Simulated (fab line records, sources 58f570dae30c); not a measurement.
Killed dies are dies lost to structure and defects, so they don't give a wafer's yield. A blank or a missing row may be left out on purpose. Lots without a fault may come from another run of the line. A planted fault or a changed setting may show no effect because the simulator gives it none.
fab line records | flow berkeley_cmos170 | part 2 of 2: steps 28 to 39 of 39
record lots=5 wafers=15 last_day=13
route steps=331 shown START@2 ZERO@6 NWELL@14 PWELL@34
lots that met no fault: from a run of the same line without faults
start_h: hours from the record's first day to the start of the lot's first wafer shown | wait_h: hours since the lot's step before | " the same as in the row above | L1.1+2: a row that stands for several wafers | - no value, or no start given | * or withheld: withheld | < > ~ a bound
route shown NAME@n: a module of which the file shows steps, and the number in the route of the first | usual: mean/standard deviation of fault-free wafers | same: alike in all rows | chamber/n: place in a boat | sites: the reading at each site | _std_site: their standard deviation | _edge_site: outer sites' mean less inner sites' | radius_mm: how far each site lies from the wafer's centre | mask NAME#n: copy n | behind: the tool/chamber that last shaped the wafer | hold: why the lot was held/for how many hours/how that ended | device: the transistor (n, p or np) that didn't switch | end of line: the same wafers' tests at the end of the route | a step without rows: its recipe alone | killed: dies lost to structure and defects at the first sort, not the wafer's yield | map: a wafer's dies, x killed, . not, _ none there
set.NAME: the setting as run; set.NAME@STEP: as run at that earlier step | model.NAME: the simulator's own value behind a step, which no gauge read
lots at some steps of the route; a table a step, a row a wafer
services: from which hour (start_h, from the record's first day; less than 0 if before it) a tool's chamber was out of use, for how many hours, and why
## steps
# step UCB170_NWELL_STRIP_15
# recipe chemistry=O2 power_w=400 pressure_mtorr=3500 platen_temp_c=withheld o2_flow_sccm=400 overash_fraction=0.5
# usual drypump_motor_current_A=5.5/0.52 oes_product_au=0.721/0.0044 strip_time_to_endpoint_s=18.08/0.097
# columns lot.wafer tool chamber start_h wait_h drypump_motor_current_A oes_product_au rf_hours_counter_h strip_time_to_endpoint_s
L075.3 plasma_asher-04 0 43.93 0.1 6.0 0.720 - 17.97
L075.4 " 1 " " 5.3 0.716 - 17.86
L075.6 " 0 " " 6.0 0.720 - 17.94
L076.3 plasma_asher-04 1 48.21 0.1 5.3 0.718 - 18.04
L076.5 " 1 " " 5.3 0.716 - 18.04
L076.6 " 0 " " 6.0 0.720 - 17.93
L083.1 plasma_asher-01 0 86.43 0.1 5.2 0.718 33 17.96
L083.4 " 1 " " 4.8 0.720 - 18.04
L083.6 " 0 " " 5.2 0.727 - 18.17
L090.2 plasma_asher-03 0 123.33 0.1 5.7 0.723 33 18.11
L090.3 " 1 " " 6.4 0.721 - 18.19
L090.5 " 0 " " 5.7 0.721 - 18.07
L097.3 plasma_asher-04 0 152.71 0.1 6.0 0.720 - 18.23
L097.5 " 1 " " 5.3 0.721 - 18.15
L097.6 " 0 " " 6.0 0.723 - 18.22
# step UCB170_NWELL_TW_MEAS_16
# usual NWELL_TW=1255/6.2
# columns lot.wafer tool chamber start_h wait_h NWELL_TW
L075.3 film_metro-01 - 44.02 0.1 1269
L075.4 " - " " 1267
L075.6 " - " " 1263
L076.3 film_metro-01 - 48.29 0.1 1251
L076.5 " - " " 1247
L076.6 " - " " 1255
L083.1 film_metro-04 - 86.53 0.1 1253
L083.4 " - " " 1243
L083.6 " - " " 1256
L090.2 film_metro-04 - 123.44 0.1 1250
L090.3 " - " " 1241
L090.5 " - " " 1255
L097.3 film_metro-02 - 152.79 0.1 1260
L097.5 " - " " 1258
L097.6 " - " " 1267
# step UCB170_NWELL_CLEAN_17
# recipe chemistry=SPM temp_c=120 time_s=600
# columns lot.wafer tool chamber start_h wait_h
L075.3+4+6 wet_bench-02 3 44.06 0.0
L076.3+5+6 wet_bench-03 1 48.33 0.0
L083.1+4+6 wet_bench-04 3 87.26 0.7
L090.2+3+5 wet_bench-04 3 123.75 0.3
L097.3+5+6 wet_bench-04 2 152.83 0.0
# step UCB170_NWELL_WET_ETCH_18
# recipe chemistry=H3PO4 target=Si3N4 temp_c=160 time_s=14400
# columns lot.wafer tool chamber start_h wait_h
L075.3+4+6 wet_bench-04 2 44.23 0.0
L076.3+5+6 wet_bench-04 2 48.51 0.0
L083.1+4+6 wet_bench-04 3 87.51 0.1
L090.2+3+5 wet_bench-04 3 124.14 0.2
L097.3+5+6 wet_bench-04 0 153.01 0.0
# step UCB170_NWELL_WET_ETCH_19
# recipe chemistry=BOE dilution=5:1 target=SiO2 temp_c=25 time_s=22
# columns lot.wafer tool chamber start_h wait_h
L075.3+4+6 wet_bench-04 0 48.24 0.0
L076.3+5+6 wet_bench-04 0 53.04 0.5
L083.1+4+6 wet_bench-02 3 91.52 0.0
L090.2+3+5 wet_bench-04 2 128.70 0.2
L097.3+5+6 wet_bench-04 0 157.82 0.8
# step UCB170_PWELL_CLEAN_00
# recipe chemistry=SPM temp_c=120 time_s=600
# columns lot.wafer tool chamber start_h wait_h
L075.3+4+6 wet_bench-04 2 48.25 0.0
L076.3+5+6 wet_bench-04 2 53.10 0.0
L083.1+4+6 wet_bench-04 1 91.53 0.0
L090.2+3+5 wet_bench-03 2 130.77 2.1
L097.3+5+6 wet_bench-03 2 158.84 1.0
# step UCB170_PWELL_CLEAN_01
# recipe chemistry=dHF dilution=25:1 time_s=60
# columns lot.wafer tool chamber start_h wait_h
L075.3+4+6 wet_bench-04 0 48.43 0.0
L076.3+5+6 wet_bench-04 0 53.62 0.3
L083.1+4+6 wet_bench-02 0 91.71 0.0
L090.2+3+5 wet_bench-02 2 131.33 0.4
L097.3+5+6 wet_bench-03 3 159.06 0.0
# step UCB170_PWELL_OXIDATION_02
# recipe temp_c=1000 ambient=O2 target_thk_a=264 ox_time_s=1260
# usual spike_tc_source_C=1021.2/0.91 tube_center_temp_C=999.99/0.086
# columns lot.wafer tool chamber start_h wait_h spike_tc_source_C tube_center_temp_C
L075.3 furnace-01 0 52.81 4.4 1021.9 999.97
L075.4 " 0 " " 1020.0 999.99
L075.6 " 0 " " 1020.4 999.96
L076.3 furnace-01 0 59.16 5.5 1020.6 999.97
L076.5 " 0 " " 1022.0 1000
L076.6 " 0 " " 1021.1 1000
L083.1 furnace-02 0 97.40 5.7 1020.0 999.96
L083.4 " 0 " " 1022.3 1000
L083.6 " 0 " " 1020.8 1000
L090.2 furnace-01 0 135.54 4.2 1021.4 1000
L090.3 " 0 " " 1020.2 999.84
L090.5 " 0 " " 1022.4 999.94
L097.3 furnace-02 0 164.23 5.1 1021.4 999.91
L097.5 " 0 " " 1021.7 1000
L097.6 " 0 " " 1021.2 999.88
# step UCB170_PWELL_THK_MEAS_03
# recipe reads=SiO2_of_PWELL_OXIDATION_02
# usual PWELL_OXIDE_THK=26.3/0.44
# columns lot.wafer tool chamber start_h wait_h PWELL_OXIDE_THK[nm]
L075.3 film_metro-01 - 54.18 0.0 25.6
L075.4 " - " " 25.8
L075.6 " - " " 25.7
L076.3 film_metro-03 - 60.53 0.0 25.8
L076.5 " - " " 26.3
L076.6 " - " " 25.8
L083.1 film_metro-02 - 98.75 0.0 27.0
L083.4 " - " " 26.5
L083.6 " - " " 26.6
L090.2 film_metro-02 - 136.90 0.0 26.1
L090.3 " - " " 26.0
L090.5 " - " " 26.2
L097.3 film_metro-01 - 165.60 0.0 26.6
L097.5 " - " " 26.8
L097.6 " - " " 26.8
# step UCB170_PWELL_ANNEAL_04
# recipe temp_c=1000 time_s=900 ambient=N2
# usual spike_tc_source_C=1021.2/0.99 tube_center_temp_C=1000/0.087
# columns lot.wafer tool chamber start_h wait_h spike_tc_source_C tube_center_temp_C
L075.3 furnace-01 0 60.51 6.3 1021.4 1000
L075.4 " 0 " " 1020.7 1000.1
L075.6 " 0 " " 1019.0 1000.1
L076.3 furnace-01 0 67.36 6.8 1019.8 1000
L076.5 " 0 " " 1020.6 999.98
L076.6 " 0 " " 1021.8 999.98
L083.1 furnace-04 0 106.64 7.9 1023.5 999.95
L083.4 " 0 " " 1022.9 1000
L083.6 " 0 " " 1022.0 1000.1
L090.2 furnace-04 0 142.67 5.8 1020.6 999.98
L090.3 " 0 " " 1020.5 1000
L090.5 " 0 " " 1020.0 999.86
L097.3 furnace-01 0 169.82 4.2 1020.9 1000.1
L097.5 " 0 " " 1019.9 1000.1
L097.6 " 0 " " 1021.7 1000
# step UCB170_PWELL_CVD_05
# recipe material=Si3N4 target_thk_nm=220 temp_c=800 precursor=SiH2Cl2/NH3 time_s=3300 pressure_mtorr=200 sih2cl2_flow_sccm=25 nh3_flow_sccm=75
# usual spike_tc_source_C=823.1/2.2
# columns lot.wafer tool chamber start_h wait_h spike_tc_source_C
L075.3 lpcvd-02 0 61.76 0.0 825.2
L075.4 " 0 " " 826.1
L075.6 " 0 " " 824.8
L076.3 lpcvd-02 0 68.61 0.0 826.8
L076.5 " 0 " " 825.5
L076.6 " 0 " " 825.3
L083.1 lpcvd-02 1 107.89 0.0 822.4
L083.4 " 1 " " 822.4
L083.6 " 1 " " 823.4
L090.2 lpcvd-02 1 143.92 0.0 821.4
L090.3 " 1 " " 821.5
L090.5 " 1 " " 822.1
L097.3 lpcvd-02 1 171.07 0.0 823.5
L097.5 " 1 " " 822.4
L097.6 " 1 " " 821.5
# step UCB170_PWELL_THK_MEAS_06
# recipe reads=Si3N4_of_PWELL_CVD_05
# usual PWELL_NITRIDE_THK=221.3/2.3
# columns lot.wafer tool chamber start_h wait_h PWELL_NITRIDE_THK[nm]
L075.3 film_metro-02 - 63.69 0.0 220.5
L075.4 " - " " 219.5
L075.6 " - " " 220.2
L076.3 film_metro-01 - 70.54 0.0 223.7
L076.5 " - " " 224.7
L076.6 " - " " 225.6
L083.1 film_metro-02 - 109.81 0.0 224.0
L083.4 " - " " 224.6
L083.6 " - " " 223.9
L090.2 film_metro-01 - 145.85 0.0 220.3
L090.3 " - " " 221.1
L090.5 " - " " 221.1
L097.3 film_metro-03 - 173.01 0.0 221.8
L097.5 " - " " 220.9
L097.6 " - " " 219.4
## services
# columns tool chamber start_h hours kind
plasma_asher-04 - -6.80 6.6 repair
plasma_asher-04 - -5.59 3.0 repair
wet_bench-04 - 1.65 0.6 repair
krf_scanner-01 - 9.11 1.0 pm
rie_diel-04 - 11.27 2.3 repair
krf_scanner-01 - 20.59 4.3 repair
krf_scanner-02 - 24.93 0.8 pm
plasma_asher-02 - 29.58 1.5 repair
krf_scanner-01 - 32.23 1.7 repair
krf_scanner-02 - 36.45 1.0 pm
rie_diel-04 1 41.01 2.6 repair
plasma_asher-02 - 46.45 3.5 repair
furnace-02 - 55.79 3.4 pm
krf_scanner-02 - 56.81 4.0 pm
furnace-02 - 63.36 3.5 pm
rie_diel-04 2 81.43 3.5 repair
krf_scanner-01 - 83.87 0.8 pm
furnace-04 - 90.56 3.3 pm
plasma_asher-04 - 96.63 1.1 repair
wet_bench-04 - 120.44 3.1 repair
krf_scanner-02 - 128.14 1.3 pm
krf_scanner-02 - 144.60 2.0 repair
furnace-04 - 150.67 2.6 pm
krf_scanner-02 - 158.40 3.6 repair
